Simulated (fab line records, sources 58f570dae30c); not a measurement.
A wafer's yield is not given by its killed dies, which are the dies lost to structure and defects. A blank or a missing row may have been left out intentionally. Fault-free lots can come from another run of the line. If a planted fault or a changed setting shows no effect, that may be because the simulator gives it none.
Which tool did it?	flow berkeley_cmos170	Sampling: 14 lots, 42 wafers, 2 of 331 route steps

WHAT THE GAUGES SHOWED, per wafer
UCB170_SPACER_THK_MEAS_01.
lot	measured	on	SPACER_TEOS_THK (nm)
L554	day 7 08:41	film_metro-01	374 374 379
L553	day 7 08:56	film_metro-04	375 377 379
L555	day 7 15:00	film_metro-02	372 363 380
L559	day 8 12:14	film_metro-02	374 379 369
L564	day 9 03:04	film_metro-01	379 373 390
L562	day 9 03:44	film_metro-02	375 378 384
L561	day 9 03:59	film_metro-01	384 328 392
L565	day 9 10:46	film_metro-04	374 380 378
L566	day 9 10:56	film_metro-01	381 330 381
L567	day 10 02:48	film_metro-04	373 375 379
L570	day 10 13:23	film_metro-02	371 377 384
L572	day 10 13:41	film_metro-01	383 377 376
L574	day 11 13:35	film_metro-01	371 375 381
L576	day 12 02:28	film_metro-02	367 365 376

WHICH TOOL RAN EACH LOT (tool, then ch and the chambers of the sampled wafers, then the start)
lot	UCB170_SPACER_CVD_00
L554	pecvd-03 ch 1,2, day 7 08:37
L553	pecvd-01 ch 1,2, day 7 08:53
L555	pecvd-02 ch 0,1,2, day 7 14:57
L559	pecvd-02 ch 0,1,2, day 8 12:12
L564	pecvd-02 ch 0,1,2, day 9 03:00
L562	pecvd-01 ch 0,2, day 9 03:41
L561	pecvd-02 ch 0,1, day 9 03:56
L565	pecvd-01 ch 0,1,2, day 9 10:43
L566	pecvd-02 ch 0,1,2, day 9 10:53
L567	pecvd-01 ch 0,1, day 10 02:45
L570	pecvd-03 ch 1,2, day 10 13:20
L572	pecvd-01 ch 0,1,2, day 10 13:38
L574	pecvd-01 ch 0,1,2, day 11 13:31
L576	pecvd-03 ch 0,1, day 12 02:26
- UCB170_SPACER_CVD_00: deposits SiO2 from TEOS/O2, target thk 376 nm, time 47 s.

WHAT THE TOOLS THEMSELVES READ (means of the sampled wafers that have a number; where no wafer has one, the mark that the record gives instead)
UCB170_SPACER_CVD_00.
lot	tool	heater_power_w (W)	run_length_s (s)
L554	pecvd-03	252	74.6
L553	pecvd-01	338	75.1
L555	pecvd-02	253	74.9
L559	pecvd-02	222	74.8
L564	pecvd-02	272	74.9
L562	pecvd-01	299	75.6
L561	pecvd-02	231	73.5
L565	pecvd-01	291	75.0
L566	pecvd-02	283	73.4
L567	pecvd-01	300	74.6
L570	pecvd-03	283	74.5
L572	pecvd-01	324	75.2
L574	pecvd-01	309	74.7
L576	pecvd-03	322	75.8

THE ANSWER, worked out from the rows above alone
Rule: the lots themselves supply what counts as usual. Put in order of their means at a reading, lots are off if they are a third of the lots or fewer, leave a main group of 4 or more, and stand apart from it by a gap of 3 or more times the standard deviation of the main group's means; of several such gaps the widest counts. A main group whose means are all the same, to the digits that the tables above print for the reading, isn't used. A lot without any number at a reading at which 4 lots or more have one is off too. The other lots that the step has rows for count as sound. The gauges are gone through in route order, then the tools' own readings, and for those a lot's mean is taken as printed above. At the first step where some lot is off, the reading lying furthest off is the one used; lots without a number count as furthest.
None of the lots is off at any reading shown; this tells nothing.

WHAT THE SIMULATOR HAD PUT IN
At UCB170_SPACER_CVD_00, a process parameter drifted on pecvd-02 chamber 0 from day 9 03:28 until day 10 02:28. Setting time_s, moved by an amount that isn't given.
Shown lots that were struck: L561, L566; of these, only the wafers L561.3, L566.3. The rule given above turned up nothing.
